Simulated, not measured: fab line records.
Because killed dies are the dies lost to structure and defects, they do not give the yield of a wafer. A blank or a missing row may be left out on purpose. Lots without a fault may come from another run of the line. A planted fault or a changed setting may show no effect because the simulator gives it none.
Check of tool commonality / flow rit-cmos / 42 wafers sampled across 14 lots

## REASON IT WAS OPENED
Of 14 lots, 2 have the reading SILICIDE_TI_RS flagged at RIT_SILICIDE_RS_MEAS_02. No-fault wafers: 48.1 ohm/sq, standard deviation 0.72.
Rule: a lot gets a flag if all its wafers with a number sit over 4 standard deviations from that mean, or if no wafer of it has a number. The rest of the lots are taken to be sound.

lot=L283; measured=day 3 04:26; on=film-metro-01; SILICIDE_TI_RS (ohm/sq), wafer by wafer=47.7 47.2 47.2; flag=
lot=L284; measured=day 3 14:09; on=film-metro-04; SILICIDE_TI_RS (ohm/sq), wafer by wafer=48.4 48.0 48.2; flag=
lot=L285; measured=day 3 16:41; on=film-metro-01; SILICIDE_TI_RS (ohm/sq), wafer by wafer=48.5 48.1 47.5; flag=
lot=L286; measured=day 3 20:17; on=film-metro-04; SILICIDE_TI_RS (ohm/sq), wafer by wafer=48.0 48.8 47.5; flag=
lot=L288; measured=day 4 12:58; on=film-metro-04; SILICIDE_TI_RS (ohm/sq), wafer by wafer=47.7 48.0 48.3; flag=
lot=L290; measured=day 4 18:07; on=film-metro-04; SILICIDE_TI_RS (ohm/sq), wafer by wafer=49.1 49.7 49.2; flag=
lot=L292; measured=day 5 05:46; on=film-metro-04; SILICIDE_TI_RS (ohm/sq), wafer by wafer=44.4 43.8 43.8; flag=FLAGGED
lot=L294; measured=day 5 16:32; on=film-metro-04; SILICIDE_TI_RS (ohm/sq), wafer by wafer=43.2 43.1 43.3; flag=FLAGGED
lot=L295; measured=day 6 01:52; on=film-metro-01; SILICIDE_TI_RS (ohm/sq), wafer by wafer=47.8 48.8 47.8; flag=
lot=L297; measured=day 6 09:56; on=film-metro-03; SILICIDE_TI_RS (ohm/sq), wafer by wafer=48.9 47.2 49.7; flag=
lot=L299; measured=day 7 14:26; on=film-metro-03; SILICIDE_TI_RS (ohm/sq), wafer by wafer=46.9 48.7 47.1; flag=
lot=L303; measured=day 8 05:17; on=film-metro-04; SILICIDE_TI_RS (ohm/sq), wafer by wafer=48.3 49.0 47.9; flag=
lot=L306; measured=day 8 18:23; on=film-metro-01; SILICIDE_TI_RS (ohm/sq), wafer by wafer=46.8 46.1 47.5; flag=
lot=L305; measured=day 8 19:37; on=film-metro-01; SILICIDE_TI_RS (ohm/sq), wafer by wafer=49.5 47.8 47.9; flag=
The numbers of the flagged lots are 43.6 ohm/sq on average: -4.5 ohm/sq against the usual, or -6 standard deviations.

## EACH LOT AND THE TOOL IT RAN ON
The record keeps 1 process step preceding the reading, out of 202 steps on the route. In each cell: the tool, then ch and the chambers that the sampled wafers went through, then the start.
lot=L283; flag=; RIT_SILICIDE_SPUTTER_01=pvd-sputter-01, day 3 04:17
lot=L284; flag=; RIT_SILICIDE_SPUTTER_01=pvd-sputter-04, day 3 13:58
lot=L285; flag=; RIT_SILICIDE_SPUTTER_01=pvd-sputter-01, day 3 16:32
lot=L286; flag=; RIT_SILICIDE_SPUTTER_01=pvd-sputter-04, day 3 20:07
lot=L288; flag=; RIT_SILICIDE_SPUTTER_01=pvd-sputter-01, day 4 12:49
lot=L290; flag=; RIT_SILICIDE_SPUTTER_01=pvd-sputter-01, day 4 17:58
lot=L292; flag=FLAGGED; RIT_SILICIDE_SPUTTER_01=pvd-sputter-01, day 5 05:37
lot=L294; flag=FLAGGED; RIT_SILICIDE_SPUTTER_01=pvd-sputter-01, day 5 16:22
lot=L295; flag=; RIT_SILICIDE_SPUTTER_01=pvd-sputter-03, day 6 01:43
lot=L297; flag=; RIT_SILICIDE_SPUTTER_01=pvd-sputter-04, day 6 09:47
lot=L299; flag=; RIT_SILICIDE_SPUTTER_01=pvd-sputter-03, day 7 14:17
lot=L303; flag=; RIT_SILICIDE_SPUTTER_01=pvd-sputter-04, day 8 05:07
lot=L306; flag=; RIT_SILICIDE_SPUTTER_01=pvd-sputter-03, day 8 18:13
lot=L305; flag=; RIT_SILICIDE_SPUTTER_01=pvd-sputter-01, day 8 19:28
What is done by these steps:
- RIT_SILICIDE_SPUTTER_01: material Ti, target thk 30 nm, time 240 s.
- RIT_SILICIDE_RS_MEAS_02: measures by four-point-probe.

## FLAGGED AGAINST TOTAL, ONE TOOL AT A TIME (gauges that did the reading follow at the end)
step=RIT_SILICIDE_SPUTTER_01; tool=pvd-sputter-01; lots run=7; flagged=2; share of the flagged lots=all; sound lots run after its first flagged lot=1 (L305)
step=RIT_SILICIDE_SPUTTER_01; tool=pvd-sputter-03; lots run=3; flagged=0; share of the flagged lots=none; sound lots run after its first flagged lot=-
step=RIT_SILICIDE_SPUTTER_01; tool=pvd-sputter-04; lots run=4; flagged=0; share of the flagged lots=none; sound lots run after its first flagged lot=-
step=RIT_SILICIDE_RS_MEAS_02; tool=film-metro-01; lots run=5; flagged=0; share of the flagged lots=none; sound lots run after its first flagged lot=-
step=RIT_SILICIDE_RS_MEAS_02; tool=film-metro-03; lots run=2; flagged=0; share of the flagged lots=none; sound lots run after its first flagged lot=-
step=RIT_SILICIDE_RS_MEAS_02; tool=film-metro-04; lots run=7; flagged=2; share of the flagged lots=all; sound lots run after its first flagged lot=1 (L303)

## WHAT IS ALLOWED BY THE TABLE
Table rows that saw every flagged lot: 2, namely pvd-sputter-01 at RIT_SILICIDE_SPUTTER_01 and film-metro-04 at RIT_SILICIDE_RS_MEAS_02.
- pvd-sputter-01 at RIT_SILICIDE_SPUTTER_01: 2 of its 7 lots flagged. Lots that were sound ran on it after the first flagged one (L305); a persistent fault on the entire tool would not allow that.
- film-metro-04 at RIT_SILICIDE_RS_MEAS_02: 2 of its 7 lots flagged. Lots that were sound ran on it after the first flagged one (L303); a persistent fault on the entire tool would not allow that.
No row of the table ran every flagged lot and no sound lot after the first.

## WHAT THE SIMULATOR HAD PUT IN
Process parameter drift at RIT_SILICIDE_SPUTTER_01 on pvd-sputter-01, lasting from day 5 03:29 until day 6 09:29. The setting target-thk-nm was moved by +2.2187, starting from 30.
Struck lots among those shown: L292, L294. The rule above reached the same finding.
